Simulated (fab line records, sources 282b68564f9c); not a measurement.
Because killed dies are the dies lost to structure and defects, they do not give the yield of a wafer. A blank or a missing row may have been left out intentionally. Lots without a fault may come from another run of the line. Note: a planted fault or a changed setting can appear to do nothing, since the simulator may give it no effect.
A lot that was struck, set against a sound lot || flow rit-cmos || 45 out of 202 route steps
Sound: the wafers L516.2, L516.4, L516.5. Wafers L526.2, L526.4, L526.5 were the ones struck. Last of all comes the cause.
Order at every step that has rows: each side's tool, ch and its chambers, its first start. Under that, the readings that differ: sound wafers || struck wafers || difference of the means || sigmas: that difference in standard deviations of wafers without a fault.
alike: readings with means less than 2 such deviations apart, plus words and numbers identical on both sides. not compared: withheld readings, readings lacking a value on some wafer, bounds such as >300 that could conceal the same value, and numbers that have no deviation in the record and whose values overlap.
A row with sigmas, a row that says differs or no value, or rows on one side alone: a step with any of these is where the two part. Numbers that don't overlap but have no deviation are shown without sigmas and don't part them. Lack of a reading on every wafer of one side parts them only where that side has two or more wafers.

first, 1 step without rows for these wafers: RIT_ACTIVE_DEVELOP_10 (develop time 50 s).
RIT_ACTIVE_CD_MEAS_11: the cd target is 1400 nm.
  sound on cd-sem-02 at day 3 01:39; struck on cd-sem-02 at day 5 04:23
  alike: cd-nm
then, 1 step without rows for these wafers: RIT_ACTIVE_HARDBAKE_12 (time 60 s).
RIT_ACTIVE_ETCH_13: etches Si3N4 in SF6, stops on SiO2, time 210 s, target depth 210 nm.
  sound on rie-diel-02 ch 0,3, day 3 01:54; struck on rie-diel-02 ch 0,1, day 5 04:38
  alike: drypump-motor-current-A, oes-product-au, rf-fwd-power-W, throttle-valve-pct
  not compared: rf-hours-counter-h
RIT_ACTIVE_STRIP_14: strips in O2, time 180 s.
  sound on plasma-asher-01 ch 0,1, day 3 02:02; struck on plasma-asher-04 ch 0,1, day 5 04:46
  alike: drypump-motor-current-A
  not compared: rf-hours-counter-h
RIT_ACTIVE_CD_MEAS_90: the cd target is 1400 nm.
  sound on cd-sem-01 at day 3 02:14; struck on cd-sem-01 at day 5 04:58
  alike: cd-nm
then, 4 steps without rows for these wafers: RIT_ACTIVE_CLEAN_15 (cleans in SC1, time 600 s); RIT_ACTIVE_CLEAN_16 (cleans in dHF, time 30 s); RIT_ACTIVE_CLEAN_17 (cleans in SC2, time 600 s); RIT_FOX1_OXIDATION_00 (target thk 350.7 nm, ox time 1130 s).
RIT_FOX1_THK_MEAS_01:
  sound on film-metro-04 at day 3 04:18; struck on film-metro-01 at day 5 07:23
{"reading": "FOX1_OXIDE_THK (nm)", "sound": "364 356 364", "struck": "337 344 340", "difference": -21, "sigmas": -3}
then, 1 step without rows for these wafers: RIT_FOX1_WET_ETCH_02 (etches SiO2 in BOE, target depth 350 nm, time 390 s).
RIT_FOX2_OXIDATION_00: target thk 350.7 nm, ox time 1130 s.
  sound on furnace-04 ch 0, day 3 04:28; struck on furnace-03 ch 0, day 5 07:57
{"reading": "model.SiO2_of_FOX2_OXIDATION_00.thk-nm (nm)", "sound": "356.7 355 362.1", "struck": "368.1 369.9 379.2", "difference": "+14.5", "sigmas": ""}
RIT_FOX2_THK_MEAS_01:
  sound on film-metro-01 at day 3 05:47; struck on film-metro-01 at day 5 09:17
{"reading": "FOX2_OXIDE_THK (nm)", "sound": "357 355 362", "struck": "368 370 379", "difference": "+14", "sigmas": "+3"}
then, 2 steps without rows for these wafers: RIT_FOX2_CLEAN_02 (cleans in dHF, time 180 s); RIT_FOX2_WET_ETCH_03 (etches Si3N4 in H3PO4, target depth 195 nm, time 2700 s).
RIT_FOX2_THK_MEAS_90:
  sound on film-metro-02 at day 3 06:40; struck on film-metro-03 at day 5 10:09
{"reading": "FIELD_OXIDE_LEFT_1_THK (nm)", "sound": "330 328 334", "struck": "341 343 352", "difference": "+15", "sigmas": "+3"}
then, 6 steps without rows for these wafers: RIT_NWELL_HMDS_00 (prime time 60 s); RIT_NWELL_COAT_01 (resist thk 1300 nm); RIT_NWELL_SOFTBAKE_02 (time 60 s); RIT_NWELL_EXPOSE_03 (exposes mask M2, target cd 43900 nm); RIT_NWELL_PEB_04; RIT_NWELL_DEVELOP_05 (develop time 68 s).
RIT_NWELL_OVL_MEAS_06:
  sound on overlay-01 at day 3 07:43; struck on overlay-02 at day 5 11:22
  alike: NWELL_OVL
then, 2 steps without rows for these wafers: RIT_NWELL_HARDBAKE_07 (time 120 s); RIT_NWELL_IMPLANT_08.
RIT_NWELL_STRIP_09: strips in O2, time 180 s.
  sound on plasma-asher-04 ch 0,1, day 3 08:09; struck on plasma-asher-02 ch 0,1, day 5 11:48
  alike: drypump-motor-current-A
  not compared: rf-hours-counter-h
RIT_NWELL_TW_MEAS_10:
  sound on film-metro-01 at day 3 08:20; struck on film-metro-04 at day 5 11:59
{"reading": "NWELL_TW", "sound": "2166 2154 2161", "struck": "2127 2107 2116", "difference": -44, "sigmas": -2}
then, 6 steps without rows for these wafers: RIT_PWELL_HMDS_00 (prime time 60 s); RIT_PWELL_COAT_01 (resist thk 1300 nm); RIT_PWELL_SOFTBAKE_02 (time 60 s); RIT_PWELL_EXPOSE_03 (exposes mask M3, target cd 43700 nm); RIT_PWELL_PEB_04; RIT_PWELL_DEVELOP_05 (develop time 68 s).
RIT_PWELL_OVL_MEAS_06:
  sound on overlay-02 at day 3 09:24; struck on overlay-02 at day 5 12:55
  alike: PWELL_OVL
then, 2 steps without rows for these wafers: RIT_PWELL_HARDBAKE_07 (time 120 s); RIT_PWELL_IMPLANT_08.
RIT_PWELL_STRIP_09: strips in O2, time 180 s.
  sound on plasma-asher-01 ch 1, day 3 09:50; struck on plasma-asher-03 ch 0,1, day 5 13:21
  alike: drypump-motor-current-A
  not compared: rf-hours-counter-h
RIT_PWELL_TW_MEAS_10:
  sound on film-metro-02 at day 3 10:01; struck on film-metro-02 at day 5 13:32
  alike: PWELL_TW
then, 1 step without rows for these wafers: RIT_WELLDRIVE_ANNEAL_00 (time 14700 s).
RIT_WELLDRIVE_RS_MEAS_01: uses a four-point probe to measure.
  sound on film-metro-01 at day 3 15:10; struck on film-metro-01 at day 5 18:55
  alike: NWELL_RS
RIT_WELLDRIVE_RS_MEAS_02: uses a four-point probe to measure.
  sound on film-metro-01 at day 3 15:17; struck on film-metro-01 at day 5 19:02
  alike: PWELL_RS
RIT_FOX2_THK_MEAS_91:
  sound on film-metro-01 at day 3 19:02; struck on film-metro-02 at day 5 22:49
{"reading": "FIELD_OXIDE_LEFT_2_THK (nm)", "sound": "262 260 267", "struck": "273 275 284", "difference": "+14", "sigmas": "+3"}
RIT_SILICIDE_WET_ETCH_00: etches SiO2 in BOE, target depth 14 nm, time 15 s.
  sound on wet-bench-02 ch 0, day 4 13:37; struck on wet-bench-02 ch 3, day 6 16:07
{"reading": "model.SiO2_of_FOX2_OXIDATION_00.thk-nm (nm)", "sound": "155.2 155.3 161.3", "struck": "165.4 169.6 178.4", "difference": "+13.9", "sigmas": ""}
RIT_M1_PROBE_99:
  sound on prober-02 at day 4 20:38; struck on prober-02 at day 6 23:14
{"reading": "model.etest.pwell.rs-ohm-sq", "sound": "411.6 417.9 416.5", "struck": "421.2 422.1 426", "difference": "+7.8", "sigmas": ""}
{"reading": "model.etest.field-n.vt-v (V)", "sound": "35.62 35.25 36.19", "struck": "37.14 37.39 38.57", "difference": "+2.01", "sigmas": ""}
  alike: killed-at-contacts, killed-at-front-end, killed-dies, killed-open, killed-short
  not compared: model.etest.pldd.width-nm, model.etest.nldd.width-nm

== WHERE THEY PART ==
At RIT_FOX1_THK_MEAS_01 first; at RIT_FOX2_THK_MEAS_91 last (within this record only). Later steps at which nothing parts them and some readings are alike: RIT_M1_PROBE_99.

WHY: what the simulator had put in
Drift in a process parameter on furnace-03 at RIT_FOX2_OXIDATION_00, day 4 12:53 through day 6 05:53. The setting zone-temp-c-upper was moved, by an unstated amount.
